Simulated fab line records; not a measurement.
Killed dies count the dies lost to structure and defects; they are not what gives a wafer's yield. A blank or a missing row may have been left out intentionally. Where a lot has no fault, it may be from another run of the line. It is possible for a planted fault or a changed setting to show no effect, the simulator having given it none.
Comparing a struck lot with a sound one ; flow berkeley-cmos170 ; 16 steps out of a route of 331
Sound: wafers L188.3, L188.4, L188.5. Struck: wafers L186.1, L186.5 (left out: L186.6, a lot-mate that was not struck); the cause follows at the end.
Per side, at each step with rows, come the tool, then ch with its chambers, and then its first start. Under that, the readings that differ: sound wafers ; struck wafers ; difference of the means ; sigmas: that difference in standard deviations of wafers without a fault.
alike: same words and numbers on both sides, and readings whose means sit less than 2 such deviations apart. not compared: any withheld reading, any reading some wafer has no value for, any bound like >300 that may hide the same value, and any number with overlapping values for which the record gives no deviation.
The two part at a step that has a row with sigmas, a row that says differs or no value, or rows on one side only. When numbers do not overlap yet have no deviation, they are printed without sigmas and do not part them. A reading that every wafer of one side lacks parts them only if that side has two wafers or more.

first, 1 step without rows for these wafers: UCB170_PWELL_OXIDATION_02 (target thk 26.4 nm, ox time 1260 s).
UCB170_PWELL_THK_MEAS_03:
  struck on film-metro-03, day 4 22:22; sound on film-metro-01, day 5 16:21
  alike: PWELL_OXIDE_THK
then, 2 steps without rows for these wafers: UCB170_PWELL_ANNEAL_04 (time 900 s); UCB170_PWELL_CVD_05 (deposits Si3N4 from SiH2Cl2/NH3, target thk 220 nm, time 3300 s).
UCB170_PWELL_THK_MEAS_06:
  struck on film-metro-04, day 5 05:17; sound on film-metro-04, day 5 22:46
reading;sound;struck;difference;sigmas
PWELL_NITRIDE_THK (nm);216.4 217.3 218.1;224.1 225.0;+7.3;+3
then, 6 steps without rows for these wafers: UCB170_PWELL_HMDS_07 (prime time 60 s); UCB170_PWELL_COAT_08 (resist thk 900 nm); UCB170_PWELL_SOFTBAKE_09 (time 60 s); UCB170_PWELL_EXPOSE_10 (exposes mask PWELL, target cd 3000 nm); UCB170_PWELL_PEB_11; UCB170_PWELL_DEVELOP_12 (develop time 45 s).
UCB170_PWELL_OVL_MEAS_13:
  struck on overlay-02, day 5 07:25; sound on overlay-01, day 6 00:10
  alike: PWELL_OVL
UCB170_PWELL_ETCH_14: etches Si3N4 in CH3F/Ar/O2, stops on SiO2, target depth 242 nm, time 151 s.
  sound on rie-diel-02 ch 1,2, day 6 00:12; struck on rie-diel-03 ch 2, day 5 07:28
reading;sound;struck;difference;sigmas
drypump-motor-current-A (A);5.1 5.3 5.1;5.9 5.9;+0.7;+2
oes-product-au (a.u.);0.933 0.953 0.930;0.820 0.804;-0.127;-11
model.etch.depth-nm (nm);216.2 217.4 218.2;170.4 171.3;-46.4;
model.KrF_of_PWELL_COAT_08.thk-nm (nm);727 725.3 727.4;771.4 771.6;+44.9;
model.SiO2_of_PWELL_OXIDATION_02.thk-nm (nm);22.81 22.93 22.85;23.77 23.78;+0.91;
  alike: throttle-valve-pct
  not compared: rf-hours-counter-h
then, 1 step without rows for these wafers: UCB170_PWELL_IMPLANT_15.
UCB170_PWELL_STRIP_16: strips in O2.
  sound on plasma-asher-01 ch 0,1, day 6 00:29; struck on plasma-asher-02 ch 0,1, day 5 07:43
reading;sound;struck;difference;sigmas
oes-product-au (a.u.);0.717 0.715 0.719;0.725 0.728;+0.009;+2
strip-time-to-endpoint-s (s);18.15 18.10 18.15;19.20 19.22;+1.08;+14
  alike: drypump-motor-current-A
  not compared: rf-hours-counter-h
UCB170_PWELL_TW_MEAS_17:
  struck on film-metro-01, day 5 07:49; sound on film-metro-01, day 6 00:34
  alike: PWELL_TW

## WHERE THEY PART
At UCB170_PWELL_THK_MEAS_06 first; at UCB170_PWELL_STRIP_16 last (within this record only). Later steps at which nothing parts them and some readings are alike: UCB170_PWELL_TW_MEAS_17.

WHY: whatever the simulator had introduced
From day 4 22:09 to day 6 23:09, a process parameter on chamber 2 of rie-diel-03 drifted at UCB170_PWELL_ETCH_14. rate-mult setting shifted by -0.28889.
